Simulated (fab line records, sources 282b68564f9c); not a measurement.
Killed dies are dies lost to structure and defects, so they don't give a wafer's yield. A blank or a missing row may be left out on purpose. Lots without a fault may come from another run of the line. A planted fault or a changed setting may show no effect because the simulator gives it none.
fab line records | flow rit_cmos
record lots=6 wafers=18 last_day=6
route steps=202 shown CONTACT@180 M1@184
lots that met no fault: from a run of the same line without faults
start_h: hours from the record's first day to the start of the lot's first wafer shown | wait_h: hours since the lot's step before | " the same as in the row above | L1.1+2: a row that stands for several wafers | - no value, or no start given | * or withheld: withheld | < > ~ a bound
route shown NAME@n: a module of which the file shows steps, and the number in the route of the first | usual: mean/standard deviation of fault-free wafers | same: alike in all rows | chamber/n: place in a boat | sites: the reading at each site | _std_site: their standard deviation | _edge_site: outer sites' mean less inner sites' | radius_mm: how far each site lies from the wafer's centre | mask NAME#n: copy n | behind: the tool/chamber that last shaped the wafer | hold: why the lot was held/for how many hours/how that ended | device: the transistor (n, p or np) that didn't switch | end of line: the same wafers' tests at the end of the route | a step without rows: its recipe alone | killed: dies lost to structure and defects at the first sort, not the wafer's yield | map: a wafer's dies, x killed, . not, _ none there
set.NAME: the setting as run; set.NAME@STEP: as run at that earlier step | model.NAME: the simulator's own value behind a step, which no gauge read
lots at some steps of the route; a table a step, a row a wafer
services: from which hour (start_h, from the record's first day; less than 0 if before it) a tool's chamber was out of use, for how many hours, and why
## steps
# step RIT_CONTACT_STRIP_12
# recipe chemistry=O2 time_s=180 resist=NOVOLAK platen_temp_c=withheld power_w=500 pressure_mtorr=4000 o2_flow_sccm=4000
# usual drypump_motor_current_A=5.6/0.44 o2_flow_sccm=4000/12
# columns lot.wafer tool chamber start_h wait_h drypump_motor_current_A o2_flow_sccm rf_hours_counter_h
L911.1 plasma_asher-04 0 55.37 0.1 6.0 4017 42
L911.4 " 0 " " 6.0 4014 -
L911.6 " 1 " " 5.3 4011 -
L913.1 plasma_asher-03 1 67.60 0.1 5.5 3987 29
L913.3 " 0 " " 5.5 3996 -
L913.4 " 1 " " 5.5 3992 -
L914.2 plasma_asher-01 0 68.19 0.1 6.5 4012 40
L914.3 " 0 " " 6.5 4019 -
L914.6 " 0 " " 6.5 4016 -
L925.2 plasma_asher-03 0 123.52 0.1 5.5 3990 36
L925.5 " 1 " " 5.5 3992 -
L925.6 " 0 " " 5.5 4014 -
L926.1 plasma_asher-03 1 130.23 0.1 5.5 3971 36
L926.5 " 0 " " 5.5 3981 -
L926.6 " 1 " " 5.5 3963 -
L930.1 plasma_asher-01 1 149.90 0.1 5.0 4012 48
L930.4 " 0 " " 6.5 3998 -
L930.5 " 1 " " 5.0 3994 -
# step RIT_CONTACT_CD_MEAS_90
# recipe target_cd_nm=1000
# usual cd_nm=999.8/2.2
# columns lot.wafer tool chamber start_h wait_h cd_nm
L911.1 cd_sem-02 - 55.54 0.1 1001.9
L911.4 " - " " 999.6
L911.6 " - " " 1001.0
L913.1 cd_sem-02 - 67.81 0.1 998.9
L913.3 " - " " 999.8
L913.4 " - " " 998.5
L914.2 cd_sem-02 - 68.38 0.1 1000.7
L914.3 " - " " 1001.9
L914.6 " - " " 999.4
L925.2 cd_sem-02 - 123.71 0.1 996.7
L925.5 " - " " 997.2
L925.6 " - " " 998.0
L926.1 cd_sem-02 - 130.41 0.1 997.5
L926.5 " - " " 997.0
L926.6 " - " " 997.6
L930.1 cd_sem-02 - 150.07 0.1 996.9
L930.4 " - " " 1000.2
L930.5 " - " " 997.0
# step RIT_CONTACT_CLEAN_13
# recipe chemistry=SC1 mix=3:3:50 time_s=600 temp_c=75
# step RIT_CONTACT_CLEAN_14
# recipe chemistry=SC2 mix=3:3:50 time_s=600 temp_c=75 dry=n2_spin
# step RIT_M1_SPUTTER_00
# recipe material=Al target_thk_nm=400 power_w=2000 chamber_pressure_pa=0.4 gas=Ar time_s=500 substrate_temp_c=25
# usual throttle_valve_pct=29.8/0.96
# columns lot.wafer tool chamber start_h wait_h throttle_valve_pct
L911.1 pvd_sputter-03 - 56.01 0.0 29.5
L911.4 " - " " 30.9
L911.6 " - " " 30.9
L913.1 pvd_sputter-02 - 68.29 0.0 30.2
L913.3 " - " " 30.8
L913.4 " - " " 30.3
L914.2 pvd_sputter-03 - 68.85 0.0 29.2
L914.3 " - " " 29.2
L914.6 " - " " 31.1
L925.2 pvd_sputter-02 - 124.21 0.0 30.3
L925.5 " - " " 30.7
L925.6 " - " " 30.9
L926.1 pvd_sputter-01 - 130.89 0.0 27.8
L926.5 " - " " 29.1
L926.6 " - " " 29.4
L930.1 pvd_sputter-01 - 150.54 0.0 28.7
L930.4 " - " " 29.5
L930.5 " - " " 27.7
# step RIT_M1_RS_MEAS_01
# recipe thk_meas_gauge=four-point-probe reads=Al_of_M1_SPUTTER_00
# usual M1_AL_RS=0.0733/0.00099
# columns lot.wafer tool chamber start_h wait_h M1_AL_RS[ohm/sq]
L911.1 film_metro-02 - 56.31 0.1 0.0733
L911.4 " - " " 0.0750
L911.6 " - " " 0.0747
L913.1 film_metro-03 - 68.59 0.1 0.0720
L913.3 " - " " 0.0715
L913.4 " - " " 0.0716
L914.2 film_metro-04 - 69.16 0.2 0.0751
L914.3 " - " " 0.0745
L914.6 " - " " 0.0757
L925.2 film_metro-04 - 124.56 0.2 0.0739
L925.5 " - " " 0.0740
L925.6 " - " " 0.0737
L926.1 film_metro-04 - 131.19 0.1 0.0747
L926.5 " - " " 0.0725
L926.6 " - " " 0.0740
L930.1 film_metro-03 - 150.84 0.1 0.0712
L930.4 " - " " 0.0715
L930.5 " - " " 0.0731
# step RIT_M1_THK_MEAS_02
# recipe thk_meas_gauge=xrf reads=Al_of_M1_SPUTTER_00
# usual M1_AL_THK=413/6.5
# columns lot.wafer tool chamber start_h wait_h M1_AL_THK[nm]
L911.1 film_metro-02 - 56.43 0.1 408
L911.4 " - " " 399
L911.6 " - " " 402
L913.1 film_metro-03 - 68.71 0.1 423
L913.3 " - " " 428
L913.4 " - " " 427
L914.2 film_metro-04 - 69.27 0.1 397
L914.3 " - " " 401
L914.6 " - " " 398
L925.2 film_metro-04 - 124.67 0.1 409
L925.5 " - " " 411
L925.6 " - " " 410
L926.1 film_metro-04 - 131.31 0.1 405
L926.5 " - " " 417
L926.6 " - " " 406
L930.1 film_metro-03 - 150.96 0.1 429
L930.4 " - " " 426
L930.5 " - " " 417
# step RIT_M1_HMDS_03
# recipe prime_time_s=60 prime_temp_c=140
# step RIT_M1_COAT_04
# recipe resist=NOVOLAK spin_rpm=2000 resist_thk_nm=1300
# step RIT_M1_SOFTBAKE_05
# recipe resist=NOVOLAK temp_c=90 time_s=60
# step RIT_M1_EXPOSE_06
# recipe mask_id=M12 na=0.6 source_shape=conventional sigma_outer=0.5 target_cd_nm=2600 dose_mj=250
# step RIT_M1_PEB_07
# recipe resist=NOVOLAK temp_c=withheld time_s=withheld
# step RIT_M1_DEVELOP_08
# recipe resist=NOVOLAK develop_time_s=68 dev_temp_c=23
# usual developer_temp_C=22.97/0.099
# columns lot.wafer tool chamber start_h wait_h developer_temp_C
L911.1 litho_track-04 0 57 - 23.01
L911.4 " 0 " " 23.07
L911.6 " 0 " " 22.91
L913.1 litho_track-03 0 69 - 22.89
L913.3 " 0 " " 22.80
L913.4 " 0 " " 23.03
L914.2 litho_track-03 0 70 - 23.06
L914.3 " 0 " " 23.08
L914.6 " 0 " " 23.14
L925.2 litho_track-04 0 125 - 22.22
L925.5 " 0 " " 22.37
L925.6 " 0 " " 22.20
L926.1 litho_track-04 0 132 - 22.44
L926.5 " 0 " " 22.21
L926.6 " 0 " " 22.39
L930.1 litho_track-03 0 151 - 22.75
L930.4 " 0 " " 23.04
L930.5 " 0 " " 23.02
# step RIT_M1_CD_MEAS_09
# recipe target_cd_nm=2600
# usual cd_nm=2600.0/2.1
# columns lot.wafer tool chamber start_h wait_h cd_nm
L911.1 cd_sem-02 - 57.37 - 2598.6
L911.4 " - " " 2600.7
L911.6 " - " " 2599.5
L913.1 cd_sem-02 - 69.72 - 2595.6
L913.3 " - " " 2595.3
L913.4 " - " " 2593.6
L914.2 cd_sem-02 - 70.37 - 2600.5
L914.3 " - " " 2600.2
L914.6 " - " " 2600.2
L925.2 cd_sem-01 - 125.75 - 2599.1
L925.5 " - " " 2597.3
L925.6 " - " " 2599.0
L926.1 cd_sem-01 - 132.46 - 2594.5
L926.5 " - " " 2595.8
L926.6 " - " " 2597.1
L930.1 cd_sem-01 - 151.90 - 2599.3
L930.4 " - " " 2601.1
L930.5 " - " " 2600.0
# step RIT_M1_PROBE_99
# usual defect_limited_yield=97.4/1.2 killed_at_contacts=0.0/0.22 killed_at_front_end=7/3.1 killed_dies=7/3.1 killed_open=3.5/2.2 killed_short=3.3/1.9 sort_bin_3_pad_short=0.1/0.21 sort_bin_5_function=1.4/0.81 sort_bin_6_memory=1.0/0.65 sort_n_pass=257/3.1 sort_yield_pct=97.4/1.2
# same gross_dies=264 killed_at_M0_to_M3=0 killed_at_M4_up=0 killed_at_back_side=0 killed_at_other=0
# columns lot.wafer tool chamber start_h wait_h defect_limited_yield[%] killed_at_contacts killed_at_front_end killed_dies killed_open killed_short sort_bin_3_pad_short[%] sort_bin_5_function[%] sort_bin_6_memory[%] sort_n_pass sort_yield_pct[%]
L911.1 prober-02 - 60.33 0.1 98.5 0 4 4 3 1 0 0.4 1.1 260 98.5
L911.4 prober-02 - 60.48 0.2 97.7 0 6 6 2 4 0 1.1 1.1 258 97.7
L911.6 prober-02 - 60.58 0.2 97.7 0 6 6 4 2 0.4 1.5 0.4 258 97.7
L913.1 prober-02 - 72.44 0.1 97.0 0 8 8 6 2 0 1.5 1.5 256 97.0
L913.3 prober-02 - 72.54 0.2 97.7 0 6 6 1 5 0.8 1.1 0.4 258 97.7
L913.4 prober-02 - 72.59 0.2 98.5 1 3 4 1 3 0.4 0.8 0.4 260 98.5
L914.2 prober-01 - 73.07 0.1 97.0 0 8 8 4 4 0.8 1.1 1.1 256 97.0
L914.3 prober-01 - 73.12 0.2 97.3 0 7 7 6 1 0.4 1.1 1.1 257 97.3
L914.6 prober-01 - 73.27 0.2 98.5 0 4 4 2 2 0 1.1 0.4 260 98.5
L925.2 prober-01 - 128.72 0.1 97.3 0 7 7 5 2 0 2.3 0.4 257 97.3
L925.5 prober-01 - 128.87 0.2 96.6 0 9 9 4 5 0.8 1.9 0.8 255 96.6
L925.6 prober-01 - 128.92 0.2 98.5 1 3 4 1 3 0 0.8 0.8 260 98.5
L926.1 prober-02 - 135.13 0.1 98.5 0 4 4 3 1 0 0.8 0.8 260 98.5
L926.5 prober-02 - 135.33 0.2 97.0 0 8 8 2 6 0 1.5 1.5 256 97.0
L926.6 prober-02 - 135.38 0.2 98.5 1 3 4 0 4 0 1.1 0.4 260 98.5
L930.1 prober-02 - 154.56 0.1 98.5 1 3 4 3 1 0 0.8 0.8 260 98.5
L930.4 prober-02 - 154.71 0.2 98.1 0 5 5 1 4 0.4 0.8 0.8 259 98.1
L930.5 prober-02 - 154.76 0.2 98.5 0 4 4 2 2 0 0.8 0.8 260 98.5
# killed by level:class
L911.1 GATE:geometric_particle:open=2 GATE:geometric_particle:short=1 REOX:geometric_particle:open=1
L911.4 FOX1:geometric_particle:short=3 FOX1:geometric_particle:open=1 GATE:geometric_particle:short=1 SILICIDE:geometric_particle:open=1
L911.6 SILICIDE:geometric_particle:open=3 GATE:geometric_particle:short=2 FOX2:geometric_particle:open=1
L913.1 FOX1:geometric_particle:open=3 GATE:geometric_particle:open=1 GATE:geometric_particle:short=1 REOX:geometric_particle:open=1 REOX:geometric_particle:short=1 SILICIDE:geometric_particle:open=1
L913.3 GATE:geometric_particle:short=2 REOX:geometric_particle:short=2 ACTIVE:geometric_particle:open=1 FOX1:geometric_particle:short=1
L913.4 GATE:geometric_particle:short=2 FOX1:geometric_particle:short=1 CONTACT:geometric_particle:open=1
L914.2 GATE:geometric_particle:short=2 FOX1:geometric_particle:open=1 FOX1:geometric_particle:short=1 GATE:geometric_particle:open=1 REOX:geometric_particle:open=1 REOX:geometric_particle:short=1 SPACER:geometric_particle:open=1
L914.3 GATE:geometric_particle:open=2 REOX:geometric_particle:open=2 FOX1:geometric_particle:open=1 FOX2:geometric_particle:open=1 GATE:geometric_particle:short=1
L914.6 ACTIVE:geometric_particle:open=1 FOX2:geometric_particle:open=1 GATE:geometric_particle:short=1 REOX:geometric_particle:short=1
L925.2 SPACER:geometric_particle:open=3 SPACER:geometric_particle:short=2 FOX2:geometric_particle:open=1 GATE:geometric_particle:open=1
L925.5 FOX1:geometric_particle:open=2 SILICIDE:geometric_particle:short=2 FOX1:geometric_particle:short=1 GATE:geometric_particle:short=1 SPACER:geometric_particle:short=1 SPACER:geometric_particle:open=1 SILICIDE:geometric_particle:open=1
L925.6 SILICIDE:geometric_particle:short=2 REOX:geometric_particle:open=1 CONTACT:geometric_particle:short=1
L926.1 FOX1:geometric_particle:open=1 GATE:geometric_particle:open=1 GATE:geometric_particle:short=1 SILICIDE:geometric_particle:open=1
L926.5 GATE:geometric_particle:short=4 FOX1:geometric_particle:short=1 FOX1:geometric_particle:open=1 SPACER:geometric_particle:open=1 SILICIDE:geometric_particle:short=1
L926.6 GATE:geometric_particle:short=1 SPACER:geometric_particle:short=1 SILICIDE:geometric_particle:short=1 CONTACT:geometric_particle:short=1
L930.1 SPACER:geometric_particle:open=1 SILICIDE:geometric_particle:open=1 SILICIDE:geometric_particle:short=1 CONTACT:geometric_particle:open=1
L930.4 SILICIDE:geometric_particle:short=2 FOX1:geometric_particle:short=1 FOX2:geometric_particle:open=1 GATE:geometric_particle:short=1
L930.5 GATE:geometric_particle:open=2 GATE:geometric_particle:short=1 SILICIDE:geometric_particle:short=1
## services
# columns tool chamber start_h hours kind
pvd_sputter-01 - 37.39 1.7 repair
plasma_asher-04 - 99.22 2.8 pm
plasma_asher-03 - 114.53 2.8 pm
plasma_asher-01 - 140.96 4.8 repair
## key
first_sign step=RIT_M1_DEVELOP_08 reading=developer_temp_C direction=down sigmas=6.7 usual=* struck=*
effect none on later readings
met_at RIT_M1_DEVELOP_08
struck_wafers L925.2,L925.5,L925.6,L926.1,L926.5,L926.6
onset_between 57 125
fault kind=process_parameter_drift tool=litho_track-04 chamber=- onset_h=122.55 steps=RIT_M1_DEVELOP_08 channel=dev_temp_c offset=* shape=step end_h=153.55 acts_in=* stated=*
